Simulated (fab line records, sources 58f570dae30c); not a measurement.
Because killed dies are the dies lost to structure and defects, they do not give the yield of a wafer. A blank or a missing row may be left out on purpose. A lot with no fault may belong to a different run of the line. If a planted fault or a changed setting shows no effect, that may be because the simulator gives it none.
A lot that was struck, set against a sound lot / flow berkeley_cmos170 / 29 out of 331 route steps
Sound: the wafers L550.3, L550.5, L550.6. Struck: wafer L556.3 (L556.1, L556.2, from the same lot, were not struck and are left out); the cause is given at the end.
For every step that has rows: the tool of each side, followed by ch and its chambers, followed by its first start. Under that, the readings that differ: sound wafers / struck wafers / difference of the means / sigmas: that difference in standard deviations of wafers without a fault.
alike: readings whose means differ by less than 2 such deviations, and words and numbers that are the same on both sides. not compared: withheld readings, readings that some wafer has no value for, bounds like >300 that may hide the same value, and numbers for which the record gives no deviation and whose values overlap.
A row with sigmas, a row that says differs or no value, or rows on one side alone: a step with any of these is where the two part. Non-overlapping numbers with no deviation appear without sigmas and do not part them. A reading missing from all wafers of one side parts the sides only when that side holds two or more wafers.

UCB170_ACTIVE_THK_MEAS_03:
  struck on film_metro-01, day 5 12:12; sound on film_metro-01, day 4 04:29
  alike: ACTIVE_OXIDE_THK
then, 2 steps without rows for these wafers: UCB170_ACTIVE_ANNEAL_04 (time 900 s); UCB170_ACTIVE_CVD_05 (deposits Si3N4 from SiH2Cl2/NH3, target thk 220 nm, time 3300 s).
UCB170_ACTIVE_THK_MEAS_06:
  struck on film_metro-03, day 5 18:44; sound on film_metro-03, day 4 10:34
  alike: ACTIVE_NITRIDE_THK
then, 6 steps without rows for these wafers: UCB170_ACTIVE_HMDS_07 (prime time 60 s); UCB170_ACTIVE_COAT_08 (resist thk 900 nm); UCB170_ACTIVE_SOFTBAKE_09 (time 60 s); UCB170_ACTIVE_EXPOSE_10 (exposes mask ACTIVE, target cd 1200 nm); UCB170_ACTIVE_PEB_11; UCB170_ACTIVE_DEVELOP_12 (develop time 45 s).
UCB170_ACTIVE_CD_MEAS_13: target cd 1200 nm.
  struck on cd_sem-02, day 5 19:38; sound on cd_sem-02, day 4 11:52
reading=cd_nm (nm); sound=1198.1 1199.1 1199.4; struck=1201.8; difference=+2.9; sigmas=+2
UCB170_ACTIVE_OVL_MEAS_14:
  struck on overlay-01, day 5 19:45; sound on overlay-02, day 4 11:58
  alike: ACTIVE_OVL
UCB170_ACTIVE_ETCH_15: etches Si3N4 in CH3F/Ar/O2, stops on SiO2, target depth 242 nm, time 151 s.
  sound on rie_diel-04 ch 0,2,3, day 4 11:59; struck on rie_diel-04 ch 3, day 5 19:47
reading=model.KrF_of_ACTIVE_COAT_08.thk_nm (nm); sound=724.9 723.1 728.2; struck=651.8; difference=-73.6; sigmas=
reading=model.SiO2_of_ACTIVE_OXIDATION_02.thk_nm (nm); sound=22.5 22.48 23.17; struck=5.189; difference=-17.528; sigmas=
  alike: drypump_motor_current_A, oes_product_au, throttle_valve_pct
  not compared: rf_hours_counter_h
UCB170_ACTIVE_STRIP_16: strips in O2.
  sound on plasma_asher-03 ch 0,1, day 4 12:07; struck on plasma_asher-04 ch 1, day 5 19:53
reading=oes_product_au (a.u.); sound=0.729 0.721 0.724; struck=0.711; difference=-0.014; sigmas=-3
reading=strip_time_to_endpoint_s (s); sound=18.11 18.06 18.18; struck=16.35; difference=-1.77; sigmas=-23
  alike: drypump_motor_current_A
  not compared: rf_hours_counter_h
UCB170_ACTIVE_CD_MEAS_90: target cd 1200 nm.
  struck on cd_sem-01, day 5 19:59; sound on cd_sem-01, day 4 12:14
  alike: cd_nm
then, 7 steps without rows for these wafers: UCB170_ACTIVE_CLEAN_17 (cleans in SPM, time 600 s); UCB170_PFIELD_HMDS_00 (prime time 60 s); UCB170_PFIELD_COAT_01 (resist thk 900 nm); UCB170_PFIELD_SOFTBAKE_02 (time 60 s); UCB170_PFIELD_EXPOSE_03 (exposes mask PFIELD, target cd 1500 nm); UCB170_PFIELD_PEB_04; UCB170_PFIELD_DEVELOP_05 (develop time 45 s).
UCB170_PFIELD_OVL_MEAS_06:
  struck on overlay-01, day 5 21:13; sound on overlay-02, day 4 13:28
  alike: PFIELD_OVL
then, 1 step without rows for these wafers: UCB170_PFIELD_IMPLANT_07.
UCB170_PFIELD_STRIP_08: strips in O2.
  sound on plasma_asher-02 ch 0,1, day 4 13:40; struck on plasma_asher-04 ch 1, day 5 21:23
  alike: drypump_motor_current_A, oes_product_au, strip_time_to_endpoint_s
  not compared: rf_hours_counter_h
UCB170_PFIELD_TW_MEAS_09:
  struck on film_metro-02, day 5 21:29; sound on film_metro-01, day 4 13:46
reading=PFIELD_TW; sound=596 595 596; struck=605; difference=+9; sigmas=+2
UCB170_FIELD_CLEAN_00: cleans in dHF, time 7.5 s.
  sound on wet_bench-02 ch 0, day 4 13:48; struck on wet_bench-02 ch 1, day 5 21:33
reading=model.SiO2_of_ACTIVE_OXIDATION_02.thk_nm (nm); sound=21.06 21.05 21.73; struck=3.712; difference=-17.568; sigmas=
then, 1 step without rows for these wafers: UCB170_FIELD_OXIDATION_01 (target thk 558.3 nm, ox time 7200 s).
-- the record jumps here: 3 days lie between the struck wafers' starts before and after (it left off in module FIELD and takes up again in module M3, whose first step shown is number 331 of the route) --
UCB170_M3_PROBE_99:
  only the struck wafers here have rows in the record (prober-02, day 9 03:18); the sound ones have none

WHERE THEY PART
First at UCB170_ACTIVE_CD_MEAS_13; last, within this record, at UCB170_M3_PROBE_99.

WHY: whatever the simulator had introduced
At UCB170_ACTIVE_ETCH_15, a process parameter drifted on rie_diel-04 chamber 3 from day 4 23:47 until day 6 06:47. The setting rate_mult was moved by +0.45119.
